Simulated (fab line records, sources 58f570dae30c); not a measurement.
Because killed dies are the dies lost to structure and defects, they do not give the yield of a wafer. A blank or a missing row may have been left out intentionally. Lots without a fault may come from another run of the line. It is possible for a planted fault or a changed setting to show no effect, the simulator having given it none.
Split-lot study || flow berkeleyCmos170 || 23 wafers read across 5 lots, on a route 331 steps long

THE SPLIT
At UCB170_CONTACT_CVD_01 (deposits PSG from SiH4/O2/PH3, target thk 700 nm, time 2820 s), the setting timeS was moved away from the recipe's 2820 s on 10 of the 23 wafers read, by -8.9% to +10.7%. The other wafers ran this setting at the recipe's value.

The file shows no step between the split and the reading.

THE READING
CONTACT_PSG_THK (nm), taken at UCB170_CONTACT_THK_MEAS_02. Fault-free wafers of this fab line usually give 706 nm, standard deviation 6.4 nm.

{"wafer": "L074.1", "tool, chamber at the split": "-, -", "timeS as run, s": 2820, "against the recipe": "recipe", "CONTACT_PSG_THK, nm": 706, "against lot-mates on the recipe": "-"}
{"wafer": "L074.3", "tool, chamber at the split": "-, -", "timeS as run, s": 2820, "against the recipe": "recipe", "CONTACT_PSG_THK, nm": 710, "against lot-mates on the recipe": "-"}
{"wafer": "L074.4", "tool, chamber at the split": "-, -", "timeS as run, s": 2820, "against the recipe": "recipe", "CONTACT_PSG_THK, nm": 706, "against lot-mates on the recipe": "-"}
{"wafer": "L074.5", "tool, chamber at the split": "-, -", "timeS as run, s": 2820, "against the recipe": "recipe", "CONTACT_PSG_THK, nm": 705, "against lot-mates on the recipe": "-"}
{"wafer": "L074.6", "tool, chamber at the split": "-, -", "timeS as run, s": 2820, "against the recipe": "recipe", "CONTACT_PSG_THK, nm": 708, "against lot-mates on the recipe": "-"}
{"wafer": "L077.1", "tool, chamber at the split": "-, -", "timeS as run, s": 2568, "against the recipe": "-8.9%", "CONTACT_PSG_THK, nm": 651, "against lot-mates on the recipe": "no lot-mate on the recipe"}
{"wafer": "L077.2", "tool, chamber at the split": "-, -", "timeS as run, s": 2568, "against the recipe": "-8.9%", "CONTACT_PSG_THK, nm": 653, "against lot-mates on the recipe": "no lot-mate on the recipe"}
{"wafer": "L077.3", "tool, chamber at the split": "-, -", "timeS as run, s": 2568, "against the recipe": "-8.9%", "CONTACT_PSG_THK, nm": 650, "against lot-mates on the recipe": "no lot-mate on the recipe"}
{"wafer": "L077.4", "tool, chamber at the split": "-, -", "timeS as run, s": 2568, "against the recipe": "-8.9%", "CONTACT_PSG_THK, nm": 648, "against lot-mates on the recipe": "no lot-mate on the recipe"}
{"wafer": "L077.6", "tool, chamber at the split": "-, -", "timeS as run, s": 2568, "against the recipe": "-8.9%", "CONTACT_PSG_THK, nm": 650, "against lot-mates on the recipe": "no lot-mate on the recipe"}
{"wafer": "L078.1", "tool, chamber at the split": "-, -", "timeS as run, s": 3122, "against the recipe": "+10.7%", "CONTACT_PSG_THK, nm": 781, "against lot-mates on the recipe": "no lot-mate on the recipe"}
{"wafer": "L078.3", "tool, chamber at the split": "-, -", "timeS as run, s": 3122, "against the recipe": "+10.7%", "CONTACT_PSG_THK, nm": 777, "against lot-mates on the recipe": "no lot-mate on the recipe"}
{"wafer": "L078.4", "tool, chamber at the split": "-, -", "timeS as run, s": 3122, "against the recipe": "+10.7%", "CONTACT_PSG_THK, nm": 779, "against lot-mates on the recipe": "no lot-mate on the recipe"}
{"wafer": "L078.5", "tool, chamber at the split": "-, -", "timeS as run, s": 3122, "against the recipe": "+10.7%", "CONTACT_PSG_THK, nm": 775, "against lot-mates on the recipe": "no lot-mate on the recipe"}
{"wafer": "L078.6", "tool, chamber at the split": "-, -", "timeS as run, s": 3122, "against the recipe": "+10.7%", "CONTACT_PSG_THK, nm": 769, "against lot-mates on the recipe": "no lot-mate on the recipe"}
{"wafer": "L084.1", "tool, chamber at the split": "-, -", "timeS as run, s": 2820, "against the recipe": "recipe", "CONTACT_PSG_THK, nm": 703, "against lot-mates on the recipe": "-"}
{"wafer": "L084.2", "tool, chamber at the split": "-, -", "timeS as run, s": 2820, "against the recipe": "recipe", "CONTACT_PSG_THK, nm": 702, "against lot-mates on the recipe": "-"}
{"wafer": "L084.3", "tool, chamber at the split": "-, -", "timeS as run, s": 2820, "against the recipe": "recipe", "CONTACT_PSG_THK, nm": 701, "against lot-mates on the recipe": "-"}
{"wafer": "L084.4", "tool, chamber at the split": "-, -", "timeS as run, s": 2820, "against the recipe": "recipe", "CONTACT_PSG_THK, nm": 702, "against lot-mates on the recipe": "-"}
{"wafer": "L084.5", "tool, chamber at the split": "-, -", "timeS as run, s": 2820, "against the recipe": "recipe", "CONTACT_PSG_THK, nm": 698, "against lot-mates on the recipe": "-"}
{"wafer": "L085.1", "tool, chamber at the split": "lpcvd-02, 0", "timeS as run, s": 2820, "against the recipe": "recipe", "CONTACT_PSG_THK, nm": 699, "against lot-mates on the recipe": "-"}
{"wafer": "L085.3", "tool, chamber at the split": "lpcvd-02, 0", "timeS as run, s": 2820, "against the recipe": "recipe", "CONTACT_PSG_THK, nm": 702, "against lot-mates on the recipe": "-"}
{"wafer": "L085.4", "tool, chamber at the split": "lpcvd-02, 0", "timeS as run, s": 2820, "against the recipe": "recipe", "CONTACT_PSG_THK, nm": 710, "against lot-mates on the recipe": "-"}

THE FIT
A straight line over all 23 wafers: CONTACT_PSG_THK changes by +6.42 nm for each +1% of timeS; r = +1.00; the points scatter about the line by 4.1 nm.
Too few moved wafers with a lot-mate on the recipe to fit a line net of each lot's own level.

THE WHOLE CHAIN: every reading that the file lists as answering this split, in the file's order
{"step": "UCB170_CONTACT_CVD_01", "what it does": "deposits PSG from SiH4/O2/PH3, target thk 700 nm, time 2820 s", "reading": "PSG_of_CONTACT_CVD_01.thkNm (the simulator's own value, which no gauge read)", "change (the file's fit)": "+6.4 nm for each +1% of the setting", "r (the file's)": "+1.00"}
{"step": "UCB170_CONTACT_THK_MEAS_02", "what it does": "", "reading": "CONTACT_PSG_THK", "change (the file's fit)": "+6.41 for each +1% of the setting", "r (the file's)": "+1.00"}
{"step": "UCB170_CONTACT_ETCH_18", "what it does": "etches PSG in CHF3/CF4/Ar, stops on TiSi2, target depth 840 nm, time 195 s", "reading": "etch.depthNm (the simulator's own value, which no gauge read)", "change (the file's fit)": "+6.39 nm for each +1% of the setting", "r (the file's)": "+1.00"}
{"step": "UCB170_CONTACT_ETCH_18", "what it does": "etches PSG in CHF3/CF4/Ar, stops on TiSi2, target depth 840 nm, time 195 s", "reading": "CONTACT.featureDepthNm (the simulator's own value, which no gauge read)", "change (the file's fit)": "+6.4 nm for each +1% of the setting", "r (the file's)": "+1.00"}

THE FILE'S OWN FIT
CONTACT_PSG_THK changes by +6.41 nm for each +1% of timeS, r = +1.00.
